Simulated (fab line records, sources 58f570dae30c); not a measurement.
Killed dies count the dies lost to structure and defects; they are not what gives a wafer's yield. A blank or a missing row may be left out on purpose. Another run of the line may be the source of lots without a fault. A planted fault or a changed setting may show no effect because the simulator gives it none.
fab line records | flow berkeley_cmos170
[record] lots = 5 | wafers = 23
route steps=331 shown M2@283 M3@310
start_h: start of the lot's first displayed wafer, in hours after the record's first day | wait_h: how many hours have passed since the lot's step before this one | " the same as in the row above | L1.1+2: a row that stands for several wafers | - no value present, or no start provided | * or withheld: withheld | < > ~ a bound
route shown NAME@n: names a module that has steps shown in the file, with the first one's number in the route | usual: average and standard deviation across the fault-free wafers | same: alike in all rows | chamber/n: place in a boat | sites: per-site readings | _std_site: the standard deviation of these | _edge_site: inner sites' mean taken away from outer sites' mean | radius_mm: for every site, how far away it sits from the centre of the wafer | mask NAME#n: copy n | behind: tool/chamber where the wafer was last shaped | hold: reason for holding the lot/hours on hold/outcome of the hold | device: whichever transistor did not switch (one of n, p or np) | end of line: at the end of the route, the tests of the same wafers | a step with no rows: only its recipe | killed: the dies lost at the first sort to structure and to defects; this is not the yield of the wafer | map: shows each die of a wafer: x if killed, . if not, _ if none is there
set.NAME: the run value of the setting; set.NAME@STEP: its run value at that earlier step | model.NAME: the simulator's own value behind a step, which no gauge read
one table per step and one row per wafer, for lots whose settings were changed on purpose
[[steps]]
[step UCB170_M2_EXPOSE_12]
[recipe] mask_id = METAL2 | target_cd_nm = 700 | na = 0.5 | sigma_outer = 0.6 | source_shape = conventional | dose_mj = 26
lot.wafer      | tool           | chamber | start_h | wait_h | mask     | set.dose_mj
L075.1+2+3+4+5 | krf_scanner-01 | 0       | 155.78  | -      | METAL2#0 | 26
L078.1+3+6     | krf_scanner-02 | 0       | 178.76  | -      | METAL2#0 | 26
L077.1+6       | krf_scanner-01 | 0       | 179.06  | -      | METAL2#0 | 26
L077.2+4+5     | "              | 0       | "       | "      | METAL2#0 | 26.89
L081.1+2+3     | krf_scanner-01 | 0       | 186.70  | -      | METAL2#0 | 27.74
L081.5+6       | "              | 0       | "       | "      | METAL2#0 | 26
L085.1+6       | krf_scanner-01 | 0       | 213.02  | -      | METAL2#0 | 24.98
L085.3+4+5     | "              | 0       | "       | "      | METAL2#0 | 26
[step UCB170_M2_PEB_13]
[recipe] peb_temp_c = 130 | peb_time_s = withheld | resist = KrF
[step UCB170_M2_DEVELOP_14]
[recipe] developer = TMAH | develop_time_s = 45 | resist = KrF | dev_temp_c = 21
[step UCB170_M2_CD_MEAS_15]
[recipe] target_cd_nm = 700
[usual] cd_nm = 699.9/1.2
lot.wafer | tool      | chamber | start_h | wait_h | set.dose_mj@M2_EXPOSE_12 | cd_nm
L075.1    | cd_sem-01 | -       | 156.36  | -      | 26                       | 700.1
L075.2    | "         | -       | "       | "      | 26                       | 699.7
L075.3    | "         | -       | "       | "      | 26                       | 699.0
L075.4    | "         | -       | "       | "      | 26                       | 699.8
L075.5    | "         | -       | "       | "      | 26                       | 699.7
L078.1    | cd_sem-02 | -       | 179.61  | -      | 26                       | 702.7
L078.3    | "         | -       | "       | "      | 26                       | 701.5
L078.6    | "         | -       | "       | "      | 26                       | 702.1
L077.1    | cd_sem-01 | -       | 179.89  | -      | 26                       | 698.5
L077.2    | "         | -       | "       | "      | 26.89                    | 692.8
L077.4    | "         | -       | "       | "      | 26.89                    | 693.0
L077.5    | "         | -       | "       | "      | 26.89                    | 691.5
L077.6    | "         | -       | "       | "      | 26                       | 697.7
L081.1    | cd_sem-01 | -       | 187.09  | -      | 27.74                    | 686.9
L081.2    | "         | -       | "       | "      | 27.74                    | 686.8
L081.3    | "         | -       | "       | "      | 27.74                    | 687.7
L081.5    | "         | -       | "       | "      | 26                       | 699.2
L081.6    | "         | -       | "       | "      | 26                       | 699.2
L085.1    | cd_sem-02 | -       | 213.41  | -      | 24.98                    | 707.6
L085.3    | "         | -       | "       | "      | 26                       | 701.4
L085.4    | "         | -       | "       | "      | 26                       | 701.1
L085.5    | "         | -       | "       | "      | 26                       | 699.3
L085.6    | "         | -       | "       | "      | 24.98                    | 707.1
[step UCB170_M2_ETCH_17]
[recipe] chemistry = N2/H2 | target_depth_a = withheld | overetch_a = withheld | target = BARC | time_s = withheld | source_w = 500 | bias_w = 100 | pressure_mtorr = 30 | n2_flow_sccm = 100 | h2_flow_sccm = 200
lot.wafer | tool        | chamber | start_h | wait_h | set.dose_mj@M2_EXPOSE_12 | model.M2.cd_nm
L075.1+2  | rie_diel-02 | 2,0     | 156.52  | 0.0    | 26                       | 700
L075.3+4  | "           | 3,1     | "       | "      | 26                       | 699.4
L075.5    | "           | 2       | "       | "      | 26                       | 699.6
L078.1    | rie_diel-02 | 2       | 179.77  | 0.0    | 26                       | 703.1
L078.3    | "           | 3       | "       | "      | 26                       | 701.3
L078.6    | "           | 1       | "       | "      | 26                       | 701.8
L077.1    | rie_diel-01 | 1       | 180.04  | 0.0    | 26                       | 698.9
L077.2    | "           | 2       | "       | "      | 26.89                    | 692.9
L077.4    | "           | 0       | "       | "      | 26.89                    | 693.2
L077.5    | "           | 0       | "       | "      | 26.89                    | 691.2
L077.6    | "           | 3       | "       | "      | 26                       | 698
L081.1    | rie_diel-03 | 2       | 187.25  | 0.0    | 27.74                    | 686.8
L081.2    | "           | 0       | "       | "      | 27.74                    | 686.6
L081.3    | "           | 3       | "       | "      | 27.74                    | 687.8
L081.5    | "           | 3       | "       | "      | 26                       | 699.5
L081.6    | "           | 0       | "       | "      | 26                       | 699.6
L085.1    | rie_diel-03 | 2       | 213.57  | 0.0    | 24.98                    | 707.5
L085.3    | "           | 1       | "       | "      | 26                       | 701.6
L085.4    | "           | 0       | "       | "      | 26                       | 701.7
L085.5    | "           | 1       | "       | "      | 26                       | 699.1
L085.6    | "           | 0       | "       | "      | 24.98                    | 707.4
[step UCB170_M2_METAL_ETCH_18]
[recipe] chemistry = Cl2/BCl3 | target = Al | stop_on = SiO2 | pressure_mtorr = 12 | target_depth_a = 11700 | over_etch_frac = 0.3 | time_s = 195 | icp_w = 600 | bias_w = 120 | Cl2_flow_sccm = 90 | bcl3_flow_sccm = 45
lot.wafer | tool         | chamber | start_h | wait_h | set.icp_w | set.dose_mj@M2_EXPOSE_12 | model.KrF_of_M2_COAT_10.thk_nm | model.M2.cd_nm | model.SiO2_of_V1_CVD_00.thk_nm
L075.1    | rie_metal-03 | 0       | 156.56  | -      | 600       | 26                       | 223.8                          | 700            | 939.5
L075.2    | "            | 1       | "       | "      | 600       | 26                       | 230.3                          | 697.1          | 939.2
L075.3    | "            | 0       | "       | "      | 668.4     | 26                       | 163.4                          | 694.7          | 932.6
L075.4    | "            | 1       | "       | "      | 600       | 26                       | 230.5                          | 698.8          | 940.5
L075.5    | "            | 1       | "       | "      | 668.4     | 26                       | 161.4                          | 693.7          | 932.7
L078.1    | rie_metal-01 | 1       | 179.81  | -      | 600       | 26                       | 232.4                          | 701.3          | 938
L078.3    | "            | 1       | "       | "      | 600       | 26                       | 227.3                          | 698.5          | 939.5
L078.6    | "            | 0       | "       | "      | 600       | 26                       | 204.2                          | 696.2          | 935.3
L077.1    | rie_metal-03 | 1       | 180.08  | -      | 600       | 26                       | 216.6                          | 701.1          | 938.1
L077.2    | "            | 0       | "       | "      | 632.7     | 26.89                    | 178.3                          | 691.8          | 935.5
L077.4    | "            | 0       | "       | "      | 600       | 26.89                    | 212.4                          | 694.2          | 938.3
L077.5    | "            | 0       | "       | "      | 632.7     | 26.89                    | 170.5                          | 691.2          | 933.9
L077.6    | "            | 1       | "       | "      | 632.7     | 26                       | 181.3                          | 698.6          | 936.8
L081.1    | rie_metal-03 | 1       | 187.29  | -      | 541.4     | 27.74                    | 275.1                          | 692.3          | 941.9
L081.2    | "            | 0       | "       | "      | 600       | 27.74                    | 218.6                          | 688.4          | 939.1
L081.3    | "            | 0       | "       | "      | 600       | 27.74                    | 219.8                          | 688.9          | 939.5
L081.5    | "            | 0       | "       | "      | 541.4     | 26                       | 277.2                          | 704.7          | 943.1
L081.6    | "            | 1       | "       | "      | 600       | 26                       | 226.1                          | 702.4          | 941
L085.1    | rie_metal-03 | 1       | 213.61  | -      | 628.6     | 24.98                    | 197.6                          | 705.2          | 936.4
L085.3    | "            | 1       | "       | "      | 628.6     | 26                       | 196.3                          | 699.5          | 935.7
L085.4    | "            | 0       | "       | "      | 600       | 26                       | 218.8                          | 701.7          | 937.5
L085.5    | "            | 0       | "       | "      | 600       | 26                       | 218.8                          | 698.6          | 937.5
L085.6    | "            | 1       | "       | "      | 628.6     | 24.98                    | 203.2                          | 704.5          | 935.3
[step UCB170_M2_STRIP_19]
[recipe] chemistry = O2 | power_w = 400 | pressure_mtorr = 3500 | platen_temp_c = withheld | o2_flow_sccm = 400 | overash_fraction = 0.5
[usual] oes_product_au = 0.548/0.0095
lot.wafer | tool            | chamber | start_h | wait_h | set.icp_w@M2_METAL_ETCH_18 | oes_product_au
L075.1    | plasma_asher-04 | 1       | 156.75  | 0.1    | 600                        | 0.557
L075.2    | "               | 0       | "       | "      | 600                        | 0.562
L075.3    | "               | 1       | "       | "      | 668.4                      | 0.489
L075.4    | "               | 0       | "       | "      | 600                        | 0.571
L075.5    | "               | 1       | "       | "      | 668.4                      | 0.492
L078.1    | plasma_asher-01 | 0       | 180.00  | 0.1    | 600                        | 0.572
L078.3    | "               | 0       | "       | "      | 600                        | 0.559
L078.6    | "               | 1       | "       | "      | 600                        | 0.527
L077.1    | plasma_asher-04 | 0       | 180.27  | 0.1    | 600                        | 0.550
L077.2    | "               | 1       | "       | "      | 632.7                      | 0.510
L077.4    | "               | 0       | "       | "      | 600                        | 0.542
L077.5    | "               | 1       | "       | "      | 632.7                      | 0.496
L077.6    | "               | 0       | "       | "      | 632.7                      | 0.509
L081.1    | plasma_asher-02 | 0       | 187.48  | 0.1    | 541.4                      | 0.613
L081.2    | "               | 1       | "       | "      | 600                        | 0.557
L081.3    | "               | 1       | "       | "      | 600                        | 0.540
L081.5    | "               | 0       | "       | "      | 541.4                      | 0.612
L081.6    | "               | 1       | "       | "      | 600                        | 0.557
L085.1    | plasma_asher-02 | 0       | 213.80  | 0.1    | 628.6                      | 0.529
L085.3    | "               | 1       | "       | "      | 628.6                      | 0.525
L085.4    | "               | 0       | "       | "      | 600                        | 0.553
L085.5    | "               | 1       | "       | "      | 600                        | 0.559
L085.6    | "               | 0       | "       | "      | 628.6                      | 0.532
[step UCB170_M2_CD_MEAS_90]
[recipe] target_cd_nm = 700
[usual] cd_nm = 699.7/1.9
lot.wafer | tool      | chamber | start_h | wait_h | set.dose_mj@M2_EXPOSE_12 | cd_nm
L075.1    | cd_sem-01 | -       | 156.85  | 0.1    | 26                       | 700.1
L075.2    | "         | -       | "       | "      | 26                       | 696.9
L075.3    | "         | -       | "       | "      | 26                       | 695.0
L075.4    | "         | -       | "       | "      | 26                       | 698.6
L075.5    | "         | -       | "       | "      | 26                       | 693.7
L078.1    | cd_sem-01 | -       | 180.13  | 0.1    | 26                       | 701.1
L078.3    | "         | -       | "       | "      | 26                       | 698.4
L078.6    | "         | -       | "       | "      | 26                       | 696.3
L077.1    | cd_sem-02 | -       | 180.37  | 0.1    | 26                       | 701.0
L077.2    | "         | -       | "       | "      | 26.89                    | 691.8
L077.4    | "         | -       | "       | "      | 26.89                    | 694.0
L077.5    | "         | -       | "       | "      | 26.89                    | 691.2
L077.6    | "         | -       | "       | "      | 26                       | 698.5
L081.1    | cd_sem-01 | -       | 187.58  | 0.1    | 27.74                    | 692.3
L081.2    | "         | -       | "       | "      | 27.74                    | 688.5
L081.3    | "         | -       | "       | "      | 27.74                    | 689.1
L081.5    | "         | -       | "       | "      | 26                       | 704.8
L081.6    | "         | -       | "       | "      | 26                       | 702.4
L085.1    | cd_sem-02 | -       | 213.90  | 0.1    | 24.98                    | 705.2
L085.3    | "         | -       | "       | "      | 26                       | 699.6
L085.4    | "         | -       | "       | "      | 26                       | 701.5
L085.5    | "         | -       | "       | "      | 26                       | 698.2
L085.6    | "         | -       | "       | "      | 24.98                    | 704.6
[step UCB170_M3_SPUTTER_01]
[recipe] material = Al | target_thk_nm = 900 | time_s = 120 | power_w = 6000 | chamber_pressure_pa = 0.5
lot.wafer | tool           | chamber | start_h | wait_h | set.time_s | model.Al_of_M3_SPUTTER_01.thk_nm
L075.1    | pvd_sputter-03 | -       | 159.64  | 0.0    | 120        | 901
L075.2    | "              | -       | "       | "      | 120        | 893.8
L075.3    | "              | -       | "       | "      | 120        | 895.7
L075.4    | "              | -       | "       | "      | 120        | 896.7
L075.5    | "              | -       | "       | "      | 120        | 896.4
L078.1    | pvd_sputter-01 | -       | 182.96  | 0.0    | 120        | 888.4
L078.3    | "              | -       | "       | "      | 120        | 897.2
L078.6    | "              | -       | "       | "      | 120        | 892.1
L077.1+6  | pvd_sputter-03 | -       | 183.23  | 0.0    | 134.1      | 1013
L077.2    | "              | -       | "       | "      | 134.1      | 1012
L077.4    | "              | -       | "       | "      | 120        | 902.6
L077.5    | "              | -       | "       | "      | 120        | 909.7
L081.1    | pvd_sputter-01 | -       | 190.16  | 0.0    | 120        | 898.6
L081.2    | "              | -       | "       | "      | 120        | 901.9
L081.3    | "              | -       | "       | "      | 120        | 897.1
L081.5    | "              | -       | "       | "      | 120        | 897.6
L081.6    | "              | -       | "       | "      | 120        | 901.7
L085.1    | pvd_sputter-01 | -       | 217.01  | 0.0    | 120        | 891
L085.3    | "              | -       | "       | "      | 126.4      | 943.9
L085.4    | "              | -       | "       | "      | 120        | 897.3
L085.5    | "              | -       | "       | "      | 126.4      | 940.9
L085.6    | "              | -       | "       | "      | 120        | 892.4
[step UCB170_M3_RS_MEAS_02]
[recipe] thk_meas_gauge = four-point-probe | reads = Al_of_M3_SPUTTER_01
[usual] M3_AL_RS = 0.0320/0.0003
lot.wafer | tool          | chamber | start_h | wait_h | set.time_s@M3_SPUTTER_01 | M3_AL_RS[ohm/sq]
L075.1    | film_metro-04 | -       | 159.72  | 0.0    | 120                      | 0.0321
L075.2    | "             | -       | "       | "      | 120                      | 0.0324
L075.3    | "             | -       | "       | "      | 120                      | 0.0323
L075.4    | "             | -       | "       | "      | 120                      | 0.0323
L075.5    | "             | -       | "       | "      | 120                      | 0.0322
L078.1    | film_metro-01 | -       | 183.04  | 0.0    | 120                      | 0.0326
L078.3    | "             | -       | "       | "      | 120                      | 0.0323
L078.6    | "             | -       | "       | "      | 120                      | 0.0325
L077.1    | film_metro-04 | -       | 183.31  | 0.0    | 134.1                    | 0.0285
L077.2    | "             | -       | "       | "      | 134.1                    | 0.0285
L077.4    | "             | -       | "       | "      | 120                      | 0.0321
L077.5    | "             | -       | "       | "      | 120                      | 0.0318
L077.6    | "             | -       | "       | "      | 134.1                    | 0.0285
L081.1    | film_metro-04 | -       | 190.24  | 0.0    | 120                      | 0.0321
L081.2    | "             | -       | "       | "      | 120                      | 0.0321
L081.3    | "             | -       | "       | "      | 120                      | 0.0323
L081.5    | "             | -       | "       | "      | 120                      | 0.0322
L081.6    | "             | -       | "       | "      | 120                      | 0.0320
L085.1    | film_metro-02 | -       | 217.09  | 0.0    | 120                      | 0.0325
L085.3    | "             | -       | "       | "      | 126.4                    | 0.0307
L085.4    | "             | -       | "       | "      | 120                      | 0.0322
L085.5    | "             | -       | "       | "      | 126.4                    | 0.0307
L085.6    | "             | -       | "       | "      | 120                      | 0.0325
[step UCB170_M3_THK_MEAS_03]
[recipe] thk_meas_gauge = xrf | reads = Al_of_M3_SPUTTER_01
[usual] M3_AL_THK = 912/10
lot.wafer | tool          | chamber | start_h | wait_h | set.time_s@M3_SPUTTER_01 | M3_AL_THK[nm]
L075.1    | film_metro-04 | -       | 159.84  | 0.1    | 120                      | 910
L075.2    | "             | -       | "       | "      | 120                      | 907
L075.3    | "             | -       | "       | "      | 120                      | 913
L075.4    | "             | -       | "       | "      | 120                      | 910
L075.5    | "             | -       | "       | "      | 120                      | 904
L078.1    | film_metro-01 | -       | 183.16  | 0.1    | 120                      | 891
L078.3    | "             | -       | "       | "      | 120                      | 902
L078.6    | "             | -       | "       | "      | 120                      | 896
L077.1    | film_metro-04 | -       | 183.43  | 0.1    | 134.1                    | 1028
L077.2    | "             | -       | "       | "      | 134.1                    | 1030
L077.4    | "             | -       | "       | "      | 120                      | 915
L077.5    | "             | -       | "       | "      | 120                      | 921
L077.6    | "             | -       | "       | "      | 134.1                    | 1016
L081.1    | film_metro-04 | -       | 190.36  | 0.1    | 120                      | 911
L081.2    | "             | -       | "       | "      | 120                      | 915
L081.3    | "             | -       | "       | "      | 120                      | 908
L081.5    | "             | -       | "       | "      | 120                      | 907
L081.6    | "             | -       | "       | "      | 120                      | 918
L085.1    | film_metro-02 | -       | 217.21  | 0.1    | 120                      | 896
L085.3    | "             | -       | "       | "      | 126.4                    | 944
L085.4    | "             | -       | "       | "      | 120                      | 902
L085.5    | "             | -       | "       | "      | 126.4                    | 942
L085.6    | "             | -       | "       | "      | 120                      | 896
[step UCB170_M3_PEB_13]
[recipe] peb_temp_c = 130 | peb_time_s = withheld | resist = KrF
lot.wafer  | tool           | chamber | start_h | wait_h | set.peb_temp_c
L075.1+2+3 | litho_track-03 | 0       | 161.19  | 0.1    | 130
L075.4+5   | "              | 0       | "       | "      | 127
L078.1+3+6 | litho_track-03 | 0       | 185.92  | 0.2    | 130
L077.1+5   | litho_track-04 | 0       | 185.99  | 0.2    | 130
L077.2+4+6 | "              | 0       | "       | "      | 126.7
L081.1+2+5 | litho_track-01 | 0       | 192.02  | 0.1    | 129
L081.3+6   | "              | 0       | "       | "      | 130
L085.1+3+4 | litho_track-03 | 0       | 218.99  | 0.4    | 128.1
L085.5+6   | "              | 0       | "       | "      | 130
[step UCB170_M3_DEVELOP_14]
[recipe] developer = TMAH | develop_time_s = 45 | resist = KrF | dev_temp_c = 21
[step UCB170_M3_CD_MEAS_15]
[recipe] target_cd_nm = 700
[usual] cd_nm = 699.7/1.4
lot.wafer | tool      | chamber | start_h | wait_h | set.peb_temp_c@M3_PEB_13 | cd_nm
L075.1    | cd_sem-02 | -       | 161.47  | -      | 130                      | 699.0
L075.2    | "         | -       | "       | "      | 130                      | 699.5
L075.3    | "         | -       | "       | "      | 130                      | 699.7
L075.4    | "         | -       | "       | "      | 127                      | 722.2
L075.5    | "         | -       | "       | "      | 127                      | 722.5
L078.1    | cd_sem-02 | -       | 186.19  | -      | 130                      | 698.6
L078.3    | "         | -       | "       | "      | 130                      | 697.2
L078.6    | "         | -       | "       | "      | 130                      | 698.0
L077.1    | cd_sem-01 | -       | 186.26  | -      | 130                      | 699.7
L077.2    | "         | -       | "       | "      | 126.7                    | 723.2
L077.4    | "         | -       | "       | "      | 126.7                    | 723.6
L077.5    | "         | -       | "       | "      | 130                      | 699.2
L077.6    | "         | -       | "       | "      | 126.7                    | 723.5
L081.1    | cd_sem-01 | -       | 192.29  | -      | 129                      | 707.5
L081.2    | "         | -       | "       | "      | 129                      | 706.4
L081.3    | "         | -       | "       | "      | 130                      | 700.4
L081.5    | "         | -       | "       | "      | 129                      | 706.4
L081.6    | "         | -       | "       | "      | 130                      | 698.7
L085.1    | cd_sem-02 | -       | 219.32  | -      | 128.1                    | 712.8
L085.3    | "         | -       | "       | "      | 128.1                    | 715.7
L085.4    | "         | -       | "       | "      | 128.1                    | 715.5
L085.5    | "         | -       | "       | "      | 130                      | 702.0
L085.6    | "         | -       | "       | "      | 130                      | 702.4
[[key]]
[split] step = UCB170_M2_EXPOSE_12 | setting = dose_mj | stated = 26 | by = wafer
[response] step = UCB170_M2_CD_MEAS_15 | reading = cd_nm | change = -1.76 | per = 1% | r = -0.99
[response] step = UCB170_M2_ETCH_17 | reading = model.M2.cd_nm | change = -1.81 | per = 1% | r = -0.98
[response] step = UCB170_M2_METAL_ETCH_18 | reading = model.M2.cd_nm | change = -1.9 | per = 1% | r = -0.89
[response] step = UCB170_M2_CD_MEAS_90 | reading = cd_nm | change = -1.91 | per = 1% | r = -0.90
[split] step = UCB170_M2_METAL_ETCH_18 | setting = icp_w | stated = 600 | by = wafer
[response] step = UCB170_M2_METAL_ETCH_18 | reading = model.KrF_of_M2_COAT_10.thk_nm | change = -5.71 | per = 1% | r = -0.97
[response] step = UCB170_M2_METAL_ETCH_18 | reading = model.SiO2_of_V1_CVD_00.thk_nm | change = -0.47 | per = 1% | r = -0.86
[response] step = UCB170_M2_STRIP_19 | reading = oes_product_au | change = -0.00639 | per = 1% | r = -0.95
[split] step = UCB170_M3_SPUTTER_01 | setting = time_s | stated = 120 | by = wafer
[response] step = UCB170_M3_SPUTTER_01 | reading = model.Al_of_M3_SPUTTER_01.thk_nm | change = +9.08 | per = 1% | r = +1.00
[response] step = UCB170_M3_RS_MEAS_02 | reading = M3_AL_RS | change = -0.000294 | per = 1% | r = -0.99
[response] step = UCB170_M3_THK_MEAS_03 | reading = M3_AL_THK | change = +8.98 | per = 1% | r = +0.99
[split] step = UCB170_M3_PEB_13 | setting = peb_temp_c | stated = 130 | by = wafer
[response] step = UCB170_M3_CD_MEAS_15 | reading = cd_nm | change = -9.49 | per = 1% | r = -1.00
